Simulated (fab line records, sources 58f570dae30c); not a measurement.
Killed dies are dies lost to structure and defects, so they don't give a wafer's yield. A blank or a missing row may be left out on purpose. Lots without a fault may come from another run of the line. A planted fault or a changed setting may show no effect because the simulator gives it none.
Which tool did it? | flow berkeley_cmos170 | 15 lots, 45 wafers sampled, at 6 steps of a route of 331

WHAT THE GAUGES READ, wafer by wafer
UCB170_PWELL_THK_MEAS_03. Usual: PWELL_OXIDE_THK 26.2 nm, standard deviation 0.47.
lot  | measured    | on            | PWELL_OXIDE_THK (nm) | flag
L183 | day 3 10:53 | film_metro-01 | 26.3 26.4 26.5       |
L184 | day 4 02:50 | film_metro-02 | 25.8 25.9 26.1       |
L185 | day 4 02:51 | film_metro-01 | 26.5 26.7 26.7       |
L186 | day 4 16:32 | film_metro-01 | 25.4 25.2 25.6       |
L190 | day 5 04:37 | film_metro-02 | 26.4 26.8 26.3       |
L189 | day 5 04:40 | film_metro-02 | 25.8 26.4 26.1       |
L192 | day 5 04:40 | film_metro-01 | 26.5 27.0 27.0       |
L194 | day 5 21:51 | film_metro-02 | 26.0 26.0 25.8       |
L197 | day 6 08:23 | film_metro-04 | 25.8 25.7 25.6       |
L200 | day 6 08:26 | film_metro-01 | 26.0 25.9 25.9       |
L198 | day 6 08:26 | film_metro-02 | 26.6 26.1 26.1       |
L202 | day 6 23:24 | film_metro-01 | 25.7 25.7 25.7       |
L204 | day 7 11:41 | film_metro-02 | 26.3 27.1 27.4       |
L203 | day 7 11:42 | film_metro-01 | 26.6 27.0 26.9       |
L205 | day 7 18:30 | film_metro-04 | 26.2 26.6 26.4       |

UCB170_PWELL_OVL_MEAS_13. Usual: PWELL_OVL -3 nm, standard deviation 4.5.
lot  | measured    | on         | PWELL_OVL (nm) | flag
L183 | day 4 00:24 | overlay-01 | -4 2 -4        |
L184 | day 4 15:51 | overlay-01 | -2 -4 -8       |
L185 | day 4 15:35 | overlay-02 | -2 2 1         |
L186 | day 5 05:52 | overlay-01 | 2 0 -2         |
L190 | day 5 16:10 | overlay-02 | -2 -8 -6       |
L189 | day 5 16:52 | overlay-01 | -2 -5 0        |
L192 | day 5 17:13 | overlay-01 | 1 0 -5         |
L194 | day 6 06:36 | overlay-01 | -5 -12 -9      |
L197 | day 6 20:04 | overlay-01 | -4 -6 -2       |
L200 | day 6 19:43 | overlay-02 | -4 5 -1        |
L198 | day 6 20:20 | overlay-01 | 2 -2 1         |
L202 | day 7 09:43 | overlay-02 | -7 -5 -1       |
L204 | day 7 21:43 | overlay-01 | 3 -4 -2        |
L203 | day 7 21:41 | overlay-01 | 4 -8 -2        |
L205 | day 8 03:53 | overlay-02 | -7 -6 -7       |

UCB170_NLDD_TW_MEAS_11. Usual: NLDD_TW 2233, standard deviation 19.
lot  | measured     | on            | NLDD_TW        | flag
L183 | day 8 05:59  | film_metro-03 | 2199 2192 2195 |
L184 | day 8 15:59  | film_metro-04 | 2248 2247 2258 |
L185 | day 8 16:14  | film_metro-03 | 2206 2209 2198 |
L186 | day 9 04:25  | film_metro-01 | 2235 2240 2233 |
L190 | day 9 21:52  | film_metro-03 | 2096 2099 2096 | OFF
L189 | day 9 23:58  | film_metro-04 | 2155 2153 2142 | OFF
L192 | day 9 21:07  | film_metro-03 | 2103 2115 2106 | OFF
L194 | day 10 11:34 | film_metro-01 | 2226 2228 2213 |
L197 | day 11 01:33 | film_metro-04 | 2240 2234 2240 |
L200 | day 11 02:22 | film_metro-04 | 2248 2251 2256 |
L198 | day 11 02:19 | film_metro-03 | 2204 2215 2210 |
L202 | day 11 11:17 | film_metro-04 | 2255 2242 2252 |
L204 | day 12 00:24 | film_metro-04 | 2264 2253 2260 |
L203 | day 12 00:40 | film_metro-01 | 2242 2230 2234 |
L205 | day 12 14:32 | film_metro-01 | 2247 2244 2255 |

UCB170_SDANNEAL_RS_MEAS_05: measures by four-point-probe. Usual: NLDD_RS 616.1 ohm/sq, standard deviation 1.7.
lot  | measured     | on            | NLDD_RS (ohm/sq)  | flag
L183 | day 8 18:37  | film_metro-04 | 619.2 619.3 618.0 |
L184 | day 9 06:55  | film_metro-04 | 615.9 616.8 615.9 |
L185 | day 9 07:16  | film_metro-01 | 619.7 617.0 616.3 |
L186 | day 9 16:58  | film_metro-04 | 618.3 619.1 616.8 |
L190 | day 10 10:48 | film_metro-01 | 697.9 696.8 697.3 | OFF
L189 | day 10 11:06 | film_metro-04 | 695.7 693.5 694.4 | OFF
L192 | day 10 10:57 | film_metro-03 | 693.3 692.9 693.2 | OFF
L194 | day 11 02:59 | film_metro-04 | 619.5 618.7 620.8 |
L197 | day 11 14:20 | film_metro-01 | 614.2 615.5 617.7 |
L200 | day 11 15:50 | film_metro-04 | 616.4 616.5 616.6 |
L198 | day 11 15:38 | film_metro-03 | 615.0 616.7 616.5 |
L202 | day 12 01:56 | film_metro-04 | 616.5 616.9 617.1 |
L204 | day 12 15:34 | film_metro-04 | 614.5 615.0 615.8 |
L203 | day 12 15:46 | film_metro-03 | 616.7 617.4 615.2 |
L205 | day 13 02:02 | film_metro-01 | 614.1 614.2 615.0 |

UCB170_V2_OVL_MEAS_13. Usual: V2_OVL -2 nm, standard deviation 5.
lot  | measured     | on         | V2_OVL (nm) | flag
L183 | day 9 13:27  | overlay-02 | 2 3 7       |
L184 | day 10 01:35 | overlay-02 | -6 -4 -3    |
L185 | day 10 03:40 | overlay-02 | -4 -7 1     |
L186 | day 10 15:37 | overlay-02 | -8 -7 -5    |
L190 | day 11 07:40 | overlay-01 | -5 -9 4     |
L189 | day 11 11:54 | overlay-01 | 3 -5 1      |
L192 | day 11 06:56 | overlay-01 | -1 -5 -3    |
L194 | day 11 22:53 | overlay-01 | 3 2 3       |
L197 | day 12 06:53 | overlay-02 | 4 6 0       |
L200 | day 12 13:46 | overlay-01 | 6 -6 1      |
L198 | day 12 08:20 | overlay-01 | 2 4 -2      |
L202 | day 12 23:40 | overlay-02 | -4 -4 -5    |
L204 | day 13 09:25 | overlay-01 | -13 -14 -10 |
L203 | day 13 10:08 | overlay-01 | 7 2 -1      |
L205 | day 13 23:13 | overlay-02 | -16 -6 -12  |

WHICH TOOL RAN EACH LOT (tool, then ch and the chambers of the sampled wafers, then the start)
lot  | UCB170_NLDD_IMPLANT_08
L183 | implanter-02 ch 0, day 8 05:35
L184 | implanter-03 ch 0, day 8 15:35
L185 | implanter-02 ch 0, day 8 15:51
L186 | implanter-02 ch 0, day 9 04:02
L190 | implanter-03 ch 0, day 9 21:28
L189 | implanter-03 ch 0, day 9 23:34
L192 | implanter-03 ch 0, day 9 20:43
L194 | implanter-04 ch 0, day 10 11:10
L197 | implanter-02 ch 0, day 11 01:11
L200 | implanter-02 ch 0, day 11 01:58
L198 | implanter-04 ch 0, day 11 01:56
L202 | implanter-04 ch 0, day 11 10:55
L204 | implanter-02 ch 0, day 12 00:00
L203 | implanter-04 ch 0, day 12 00:17
L205 | implanter-04 ch 0, day 12 14:10
- UCB170_NLDD_IMPLANT_08

WHAT THE TOOLS THEMSELVES READ (means of the sampled wafers that have a number; where no wafer has one, the mark that the record gives instead)
UCB170_NLDD_IMPLANT_08. Usual: dose_ions_cm2 5e+13, standard deviation 5.8e+10; end_station_pressure_torr 5.14e-06 Torr, standard deviation 2.8e-07; faraday_current_uA 158.6, standard deviation 2.9.
lot  | tool         | dose_ions_cm2 | end_station_pressure_torr (Torr) | faraday_current_uA | flag
L183 | implanter-02 | 5e+13         | 4.70e-06                         | 155.7              |
L184 | implanter-03 | 5e+13         | 5.08e-06                         | 159.1              |
L185 | implanter-02 | 5e+13         | 5.14e-06                         | 160.0              |
L186 | implanter-02 | 5e+13         | 5.10e-06                         | 157.9              |
L190 | implanter-03 | 3e+13         | 5.28e-06                         | 107.1              | OFF
L189 | implanter-03 | 3e+13         | 4.90e-06                         | 106.3              | OFF
L192 | implanter-03 | 3e+13         | 4.96e-06                         | 105.8              | OFF
L194 | implanter-04 | 5e+13         | 5.05e-06                         | 159.0              |
L197 | implanter-02 | 5e+13         | 5.07e-06                         | 159.2              |
L200 | implanter-02 | 5e+13         | 5.16e-06                         | 156.4              |
L198 | implanter-04 | 5e+13         | 5.33e-06                         | 158.6              |
L202 | implanter-04 | 5e+13         | 5.40e-06                         | 160.4              |
L204 | implanter-02 | 5e+13         | 5.05e-06                         | 158.7              |
L203 | implanter-04 | 5e+13         | 5.28e-06                         | 158.5              |
L205 | implanter-04 | 5e+13         | 4.96e-06                         | 158.9              |

THE ANSWER, worked out from the rows above alone
Rule: a lot is off if the mean of its wafers that have a number lies more than 3 standard deviations from the usual mean. A lot without any number at a reading at which 4 lots or more have one is off too. The other lots that the step has rows for count as sound. The gauges are gone through in route order, then the tools' own readings, and for those a lot's mean is taken as printed above. The first step at which some lot is off is used, and at that step the reading that is off furthest; a lot without a number counts as furthest.
Off: L190, L189, L192, at UCB170_NLDD_TW_MEAS_11 (NLDD_TW).
A tool fits if, at a process step before that reading, it ran every lot that is off, and no sound lot after the first of them. The gauges at UCB170_NLDD_TW_MEAS_11 aren't tried: what is off there is off at UCB170_NLDD_IMPLANT_08 too, on other tools, and a gauge's error can't cause that. One fits: implanter-03 at UCB170_NLDD_IMPLANT_08. Its last sound lot is L184 (day 8 15:35), its first lot that is off L192 (day 9 20:43): a fault that began between those two fits.
The tool's own readings at UCB170_NLDD_IMPLANT_08 bear it out: on the lots that are off they differ by more than 5 times the standard deviation of the sound lots' means. dose_ions_cm2 reads 3e+13 there against 5e+13 on the sound lots; faraday_current_uA reads 106.4 there against 158.5 on the sound lots.

WHAT THE SIMULATOR HAD PUT IN
Process parameter drift: implanter-03, from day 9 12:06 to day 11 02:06, at UCB170_NLDD_IMPLANT_08. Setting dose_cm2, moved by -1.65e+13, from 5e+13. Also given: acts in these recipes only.
Lots struck among those shown: L190, L189, L192. The rule above found the same.
